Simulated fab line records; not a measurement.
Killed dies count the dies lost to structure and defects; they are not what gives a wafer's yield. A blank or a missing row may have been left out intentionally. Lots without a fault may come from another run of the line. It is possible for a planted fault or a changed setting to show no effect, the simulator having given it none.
A struck lot beside a sound one	flow berkeley_cmos170	26 out of 331 route steps
Sound: wafers L364.1, L364.2, L364.5. Struck: wafer L369.3 (left out: L369.4, L369.5 of the same lot, which were not struck); the cause appears at the end.
At each step with rows: each side's tool, then ch and its chambers, then its first start. Under that, the readings that differ: sound wafers	struck wafers	difference of the means	sigmas: that difference in standard deviations of wafers without a fault.
alike: readings with means less than 2 such deviations apart, plus words and numbers identical on both sides. not compared: withheld readings, readings lacking a value on some wafer, bounds such as >300 that could conceal the same value, and numbers that have no deviation in the record and whose values overlap.
Wherever a step has rows on one side only, a row that says differs or no value, or a row with sigmas, the two part there. Non-overlapping numbers with no deviation appear without sigmas and do not part them. Lack of a reading on every wafer of one side parts them only where that side has two or more wafers.

first, 4 steps without rows for these wafers: UCB170_M2_SOFTBAKE_11 (time 60 s); UCB170_M2_EXPOSE_12 (exposes mask METAL2, target cd 700 nm); UCB170_M2_PEB_13; UCB170_M2_DEVELOP_14 (develop time 45 s).
UCB170_M2_CD_MEAS_15: target cd 700 nm.
  struck on cd_sem-02, day 9 04:47; sound on cd_sem-01, day 8 02:38
  alike: cd_nm
UCB170_M2_OVL_MEAS_16:
  struck on overlay-01, day 9 04:52; sound on overlay-02, day 8 02:46
  alike: M2_OVL
UCB170_M2_ETCH_17: etches BARC in N2/H2.
  sound on rie_diel-02 ch 0,1,2, day 8 02:48; struck on rie_diel-04 ch 1, day 9 04:53
  alike: drypump_motor_current_A, oes_product_au, throttle_valve_pct
UCB170_M2_METAL_ETCH_18: etches Al in Cl2/BCl3, stops on SiO2, target depth 1170 nm, time 195 s.
  sound on rie_metal-03 ch 0, day 8 02:50; struck on rie_metal-03 ch 1, day 9 05:00
  alike: drypump_motor_current_A, oes_product_au, throttle_valve_pct
  not compared: rf_hours_counter_h
UCB170_M2_STRIP_19: strips in O2.
  sound on plasma_asher-03 ch 0,1, day 8 03:13; struck on plasma_asher-03 ch 1, day 9 05:10
  alike: drypump_motor_current_A, oes_product_au
  not compared: rf_hours_counter_h
UCB170_M2_CD_MEAS_90: target cd 700 nm.
  struck on cd_sem-01, day 9 05:16; sound on cd_sem-02, day 8 03:19
  alike: cd_nm
UCB170_V2_CVD_00: deposits SiO2 from TEOS/O2, target thk 2000 nm, time 250 s.
  sound on pecvd-04 ch 0,2, day 8 03:26; struck on pecvd-01 ch 0, day 9 05:20
  alike: heater_power_w
UCB170_V2_THK_MEAS_01:
  struck on film_metro-01, day 9 05:31; sound on film_metro-01, day 8 03:35
  alike: V2_TEOS_THK
UCB170_V2_CMP_02: polishes SiO2.
  sound on cmp-01 ch 0,1,3, day 8 03:45; struck on cmp-01 ch 2, day 9 05:37
reading	sound	struck	difference	sigmas
model.SiO2_of_V2_CVD_00.thk_nm (nm)	999.7 1001 1001	1338	+337	
  alike: motor_current_A
UCB170_V2_BOW_MEAS_03:
  struck on film_metro-02, day 9 05:54; sound on film_metro-01, day 8 03:57
  alike: V2_BOW
UCB170_V2_THK_MEAS_04:
  struck on film_metro-02, day 9 06:00; sound on film_metro-01, day 8 04:04
reading	sound	struck	difference	sigmas
V2_POLISHED_THK (nm)	1000.5 1001.3 1000.7	1338.0	+337.2	+99 or more
then, 7 steps without rows for these wafers: UCB170_V2_CLEAN_05 (cleans in DIW); UCB170_V2_HMDS_06 (prime time 60 s); UCB170_V2_COAT_07 (resist thk 900 nm); UCB170_V2_SOFTBAKE_08 (time 60 s); UCB170_V2_EXPOSE_09 (exposes mask VIA2, target cd 700 nm); UCB170_V2_PEB_10; UCB170_V2_DEVELOP_11 (develop time 45 s).
UCB170_V2_CD_MEAS_12: target cd 700 nm.
  struck on cd_sem-02, day 9 07:07; sound on cd_sem-01, day 8 05:19
  alike: cd_nm
UCB170_V2_OVL_MEAS_13:
  struck on overlay-02, day 9 07:12; sound on overlay-01, day 8 05:26
reading	sound	struck	difference	sigmas
V2_OVL (nm)	11 4 10	-4	-12	-2
UCB170_V2_ETCH_14: etches SiO2 in CHF3/CF4/Ar, stops on Al, target depth 1250 nm, time 298.2 s.
  sound on rie_diel-04 ch 0,1,3, day 8 05:28; struck on rie_diel-02 ch 2, day 9 07:14
reading	sound	struck	difference	sigmas
oes_product_au (a.u.)	0.912 0.877 0.873	1.029	+0.142	+13
throttle_valve_pct (%)	7.02 7.15 6.91	6.69	-0.34	-2
model.etch.depth_nm (nm)	999.7 1001 1001	1300	+299	
model.V2.feature_depth_nm (nm)	1000 1002 1002	1300	+299	
  alike: drypump_motor_current_A
  not compared: rf_hours_counter_h
UCB170_V2_STRIP_15: strips in O2.
  sound on plasma_asher-01 ch 0,1, day 8 05:39; struck on plasma_asher-03 ch 1, day 9 07:26
  alike: drypump_motor_current_A, oes_product_au, strip_time_to_endpoint_s
  not compared: rf_hours_counter_h

WHERE THEY PART
Earliest at UCB170_V2_THK_MEAS_04; latest, in this record, at UCB170_V2_ETCH_14. Later steps at which nothing parts them and some readings are alike: UCB170_V2_STRIP_15.

WHY: whatever the simulator had introduced
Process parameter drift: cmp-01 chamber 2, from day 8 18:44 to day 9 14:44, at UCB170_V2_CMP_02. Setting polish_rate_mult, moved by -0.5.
